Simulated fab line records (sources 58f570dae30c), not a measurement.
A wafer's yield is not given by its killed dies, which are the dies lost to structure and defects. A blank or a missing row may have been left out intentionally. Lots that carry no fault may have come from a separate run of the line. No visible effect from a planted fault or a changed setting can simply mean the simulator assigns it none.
Check of tool commonality	flow berkeley-cmos170	Sampled: 13 lots, 39 wafers

## WHY THIS WAS OPENED
Of 13 lots, 1 have the reading NLDD_TW flagged at UCB170_NLDD_TW_MEAS_11. No-fault wafers: 2202, standard deviation 17.
Rule: flag the lot when none of its wafers has a number, or when each of its wafers that has one lies beyond 4 standard deviations from that mean. All remaining lots are regarded as sound.

lot	measured	on	NLDD_TW, wafer by wafer	flag
L377	day 7 19:04	film-metro-03	2226 2231 2223	
L375	day 7 19:35	film-metro-04	2195 2180 2178	
L379	day 8 07:38	film-metro-04	30 29 30	FLAGGED
L385	day 9 18:06	film-metro-03	2203 2210 2199	
L386	day 10 03:03	film-metro-04	2181 2189 2199	
L388	day 10 11:18	film-metro-02	2220 2222 2214	
L390	day 11 01:20	film-metro-02	2209 2221 2218	
L391	day 11 01:37	film-metro-02	2219 2218 2210	
L392	day 11 15:16	film-metro-02	2219 2219 2217	
L393	day 11 15:52	film-metro-02	2222 2221 2204	
L395	day 12 00:43	film-metro-04	2191 2174 2188	
L394	day 12 01:26	film-metro-04	2187 2187 2188	
L396	day 12 02:33	film-metro-02	2215 2217 2216	
Flagged lots average 30: -2172 relative to the usual, that is -99 or more standard deviations.

## LOT BY LOT: THE TOOL USED
Before the reading, the record contains 2 process steps out of a 331-step route. In each cell: the tool, then ch and the chambers that the sampled wafers went through, then the start.
lot	flag	UCB170_PLDD_STRIP_10	UCB170_NLDD_EXPOSE_03
L377		plasma-asher-04 ch 0,1, day 7 17:10	krf-scanner-02 ch 0, day 7 18:04
L375		plasma-asher-01 ch 0,1, day 7 17:31	krf-scanner-02 ch 0, day 7 18:40
L379	FLAGGED	plasma-asher-04 ch 0,1, day 8 05:53	krf-scanner-02 ch 0, day 8 06:41
L385		plasma-asher-02 ch 0,1, day 9 16:22	krf-scanner-02 ch 0, day 9 17:10
L386		plasma-asher-02 ch 0,1, day 10 01:19	krf-scanner-01 ch 0, day 10 02:07
L388		plasma-asher-02 ch 0,1, day 10 09:25	krf-scanner-02 ch 0, day 10 10:22
L390		plasma-asher-01 ch 0,1, day 10 22:11	krf-scanner-02 ch 0, day 10 23:57
L391		plasma-asher-04 ch 0,1, day 10 22:47	krf-scanner-02 ch 0, day 11 00:17
L392		plasma-asher-02 ch 0,1, day 11 13:08	krf-scanner-01 ch 0, day 11 14:08
L393		plasma-asher-04 ch 0,1, day 11 13:39	krf-scanner-02 ch 0, day 11 14:56
L395		plasma-asher-02 ch 0,1, day 11 22:43	krf-scanner-02 ch 0, day 11 23:36
L394		plasma-asher-04 ch 0,1, day 11 22:50	krf-scanner-01 ch 0, day 11 23:55
L396		plasma-asher-04 ch 0,1, day 11 23:31	krf-scanner-01 ch 0, day 12 01:00
These steps, and what they do:
- UCB170_PLDD_STRIP_10: strips in O2.
- UCB170_NLDD_EXPOSE_03: exposes mask NSELECT, target cd 1200 nm.
- UCB170_NLDD_TW_MEAS_11

## FLAGGED OVER TOTAL, TOOL BY TOOL (the gauges that took the reading come last)
step	tool	lots run	flagged	share of the flagged lots	sound lots run after its first flagged lot
UCB170_PLDD_STRIP_10	plasma-asher-01	2	0	none	-
UCB170_PLDD_STRIP_10	plasma-asher-02	5	0	none	-
UCB170_PLDD_STRIP_10	plasma-asher-04	6	1	all	4 (L391,L393,L394,L396)
UCB170_NLDD_EXPOSE_03	krf-scanner-01	4	0	none	-
UCB170_NLDD_EXPOSE_03	krf-scanner-02	9	1	all	6 (L385,L388,L390,L391,L393,L395)
UCB170_NLDD_TW_MEAS_11	film-metro-02	6	0	none	-
UCB170_NLDD_TW_MEAS_11	film-metro-03	2	0	none	-
UCB170_NLDD_TW_MEAS_11	film-metro-04	5	1	all	3 (L386,L395,L394)

## THE TABLE: WHAT IT ALLOWS
plasma-asher-04 at UCB170_PLDD_STRIP_10, krf-scanner-02 at UCB170_NLDD_EXPOSE_03 and film-metro-04 at UCB170_NLDD_TW_MEAS_11: these 3 rows of the table ran every flagged lot.
- plasma-asher-04 at UCB170_PLDD_STRIP_10: 1 of its 6 lots flagged. Sound lots ran on it after the first flagged one (L391, L393, L394, L396), which a lasting fault on the whole tool wouldn't allow.
- krf-scanner-02 at UCB170_NLDD_EXPOSE_03: 1 of its 9 lots flagged. Sound lots ran on it after the first flagged one (L385, L388, L390, L391, L393, L395), which a lasting fault on the whole tool wouldn't allow.
- film-metro-04 at UCB170_NLDD_TW_MEAS_11: 1 of its 5 lots flagged. Sound lots ran on it after the first flagged one (L386, L395, L394), which a lasting fault on the whole tool wouldn't allow.
No row of the table ran every flagged lot and no sound lot after the first.

## WHAT HAD BEEN PUT IN BY THE SIMULATOR
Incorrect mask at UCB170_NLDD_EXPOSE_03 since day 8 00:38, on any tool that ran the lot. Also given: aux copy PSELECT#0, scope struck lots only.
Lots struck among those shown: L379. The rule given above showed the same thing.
